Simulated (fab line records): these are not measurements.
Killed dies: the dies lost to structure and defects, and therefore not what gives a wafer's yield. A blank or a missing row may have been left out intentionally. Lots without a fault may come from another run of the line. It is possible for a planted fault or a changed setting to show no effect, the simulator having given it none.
A struck lot beside a sound one | flow rit-cmos | 43 out of 202 route steps
Sound: these wafers, L772.1, L772.3, L772.4. Wafers struck: L782.1, L782.3, L782.4. The cause is named last.
At each step with rows: each side's tool, then ch and its chambers, then its first start. Under that, the readings that differ: sound wafers | struck wafers | difference of the means | sigmas: that difference in standard deviations of wafers without a fault.
alike: words and numbers the same on both sides, and readings whose means are apart by under 2 such deviations; not compared: readings that were withheld, readings missing a value for some wafer, numbers with overlapping values and no deviation given by the record, and bounds like >300 which may hide the same value.
The two part at a step that has a row with sigmas, a row that says differs or no value, or rows on one side only. Non-overlapping numbers with no deviation appear without sigmas and do not part them. Lack of a reading on every wafer of one side parts them only where that side has two or more wafers.

first, 1 step without rows for these wafers: RIT_SDANNEAL_RTA_03 (time 5 s).
RIT_SDANNEAL_RS_MEAS_04: a four-point-probe measurement.
  sound on film-metro-02, day 4 02:25; struck on film-metro-02, day 6 04:37
  alike: PSD_RS
RIT_SDANNEAL_RS_MEAS_05: a four-point-probe measurement.
  sound on film-metro-02, day 4 02:32; struck on film-metro-02, day 6 04:44
  alike: NSD_RS
RIT_SDANNEAL_RS_MEAS_06: a four-point-probe measurement.
  sound on film-metro-02, day 4 02:39; struck on film-metro-02, day 6 04:51
  alike: PLDD_RS
RIT_SDANNEAL_RS_MEAS_07: a four-point-probe measurement.
  sound on film-metro-02, day 4 02:46; struck on film-metro-02, day 6 04:58
  alike: NLDD_RS
then, 2 steps without rows for these wafers: RIT_SILICIDE_WET_ETCH_00 (etches SiO2 in BOE, target depth 14 nm, time 15.33 s); RIT_SILICIDE_SPUTTER_01 (material Ti, target thk 30 nm, time 240 s).
RIT_SILICIDE_RS_MEAS_02: a four-point-probe measurement.
  sound on film-metro-03, day 4 03:04; struck on film-metro-04, day 6 05:15
  alike: SILICIDE_TI_RS
RIT_SILICIDE_THK_MEAS_03: measures by xrf.
  sound on film-metro-03, day 4 03:11; struck on film-metro-04, day 6 05:22
  alike: SILICIDE_TI_THK
RIT_SILICIDE_RTA_04: time 10 s, ramp up 5 s, ramp down 5 s.
  sound on rtp-anneal-02 ch 0, day 4 03:14; struck on rtp-anneal-02 ch 0, day 6 05:26
  alike: anneal-temp-c-max, wafer_temp_C_max
then, 1 step without rows for these wafers: RIT_SILICIDE_WET_ETCH_05 (etches Ti in SPM, time 120 s).
RIT_SILICIDE_RTA_06: time 10 s, ramp up 5 s, ramp down 10 s.
  sound on rtp-anneal-01 ch 0, day 4 03:21; struck on rtp-anneal-01 ch 0, day 6 05:32
  alike: anneal-temp-c-max, wafer_temp_C_max
RIT_CONTACT_CVD_00: deposits SiO2 from TEOS, target thk 400 nm, time 61 s.
  sound on pecvd-03 ch 0,2, day 4 03:25; struck on pecvd-04 ch 0,1, day 6 05:37
  alike: heater-power-w, susceptor-temp-C
RIT_CONTACT_THK_MEAS_01:
  sound on film-metro-01, day 4 03:28; struck on film-metro-01, day 6 05:40
  alike: CONTACT_TEOS_THK
then, 6 steps without rows for these wafers: RIT_CONTACT_HMDS_02 (prime time 60 s); RIT_CONTACT_COAT_03 (resist thk 1000 nm); RIT_CONTACT_SOFTBAKE_04 (time 60 s); RIT_CONTACT_EXPOSE_05 (exposes mask M11, target cd 1000 nm); RIT_CONTACT_PEB_06; RIT_CONTACT_DEVELOP_07 (develop time 120 s).
RIT_CONTACT_CD_MEAS_08: the cd target is 1000 nm.
  sound on cd-sem-02, day 4 04:29; struck on cd-sem-01, day 6 06:41
  alike: cd-nm
RIT_CONTACT_OVL_MEAS_09:
  sound on overlay-01, day 4 04:37; struck on overlay-01, day 6 06:48
  alike: CONTACT_OVL
then, 1 step without rows for these wafers: RIT_CONTACT_HARDBAKE_10 (time 60 s).
RIT_CONTACT_ETCH_11: etches SiO2 in CHF3/CF4/Ar, stops on TiSi2, target depth 480 nm, time 320 s.
  sound on rie-diel-01 ch 0,1,3, day 4 04:52; struck on rie-diel-02 ch 0,1,2, day 6 07:08
  alike: chamber-pressure-mTorr, drypump-motor-current-A, oes-product-au, throttle-valve-pct
  not compared: rf-hours-counter-h
RIT_CONTACT_STRIP_12: strips in O2, time 180 s.
  sound on plasma-asher-04 ch 0,1, day 4 05:03; struck on plasma-asher-04 ch 0,1, day 6 07:20
  alike: chamber-pressure-mTorr, drypump-motor-current-A
  not compared: rf-hours-counter-h
RIT_CONTACT_CD_MEAS_90: the cd target is 1000 nm.
  sound on cd-sem-02, day 4 05:14; struck on cd-sem-02, day 6 07:31
  alike: cd-nm
then, 3 steps without rows for these wafers: RIT_CONTACT_CLEAN_13 (cleans in SC1, time 600 s); RIT_CONTACT_CLEAN_14 (cleans in SC2, time 600 s); RIT_M1_SPUTTER_00 (material Al, target thk 400 nm, time 500 s).
RIT_M1_RS_MEAS_01: a four-point-probe measurement.
  sound on film-metro-04, day 4 06:01; struck on film-metro-02, day 6 08:17
  reading           | sound                | struck               | difference | sigmas
  M1_AL_RS (ohm/sq) | 0.0727 0.0714 0.0728 | 0.0745 0.0745 0.0738 | +0.0020    | +2
RIT_M1_THK_MEAS_02: measures by xrf.
  sound on film-metro-04, day 4 06:08; struck on film-metro-02, day 6 08:25
  reading        | sound       | struck      | difference | sigmas
  M1_AL_THK (nm) | 395 402 392 | 381 382 386 | -13        | -3
then, 6 steps without rows for these wafers: RIT_M1_HMDS_03 (prime time 60 s); RIT_M1_COAT_04 (resist thk 1283 nm); RIT_M1_SOFTBAKE_05 (time 60 s); RIT_M1_EXPOSE_06 (exposes mask M12, target cd 2600 nm); RIT_M1_PEB_07; RIT_M1_DEVELOP_08 (develop time 68 s).
RIT_M1_CD_MEAS_09: the cd target is 2600 nm.
  sound on cd-sem-02, day 4 07:11; struck on cd-sem-02, day 6 09:32
  alike: cd-nm
RIT_M1_OVL_MEAS_10:
  sound on overlay-02, day 4 07:19; struck on overlay-02, day 6 09:40
  alike: M1_OVL
then, 1 step without rows for these wafers: RIT_M1_HARDBAKE_11 (time 120 s).
RIT_M1_METAL_ETCH_12: etches Al in Cl2/BCl3, stops on SiO2, time 165 s, target depth 600 nm.
  sound on rie-metal-03 ch 0,1, day 4 07:36; struck on rie-metal-04 ch 0,1, day 6 09:58
  alike: bcl3-flow-sccm, chamber-pressure-mTorr, drypump-motor-current-A, oes-product-au, throttle-valve-pct
  not compared: rf-hours-counter-h
then, 1 step without rows for these wafers: RIT_M1_STRIP_13 (strips in nmp, time 600 s).
RIT_M1_PROBE_99:
  sound on prober-02, day 4 12:59; struck on prober-02, day 6 12:22
  reading            | sound  | struck                                                                     | difference                   | sigmas
  hold               | - - -  | await-dispo/5.4h/release await-dispo/5.4h/release await-dispo/5.4h/release | no value on the sound wafers |
  killed-at-contacts | 0 0 0  | 14 38 18                                                                   | +23                          | +99 or more
  killed-dies        | 11 4 8 | 18 44 24                                                                   | +21                          | +7
  killed-on-rim      | 3 0 2  | 9 2 12                                                                     | +6                           | +4
  alike: killed-at-front-end, killed-open, killed-short

## WHERE THEY PART
Earliest at RIT_M1_RS_MEAS_01; latest, in this record, at RIT_M1_PROBE_99.

WHY: whatever the simulator had introduced
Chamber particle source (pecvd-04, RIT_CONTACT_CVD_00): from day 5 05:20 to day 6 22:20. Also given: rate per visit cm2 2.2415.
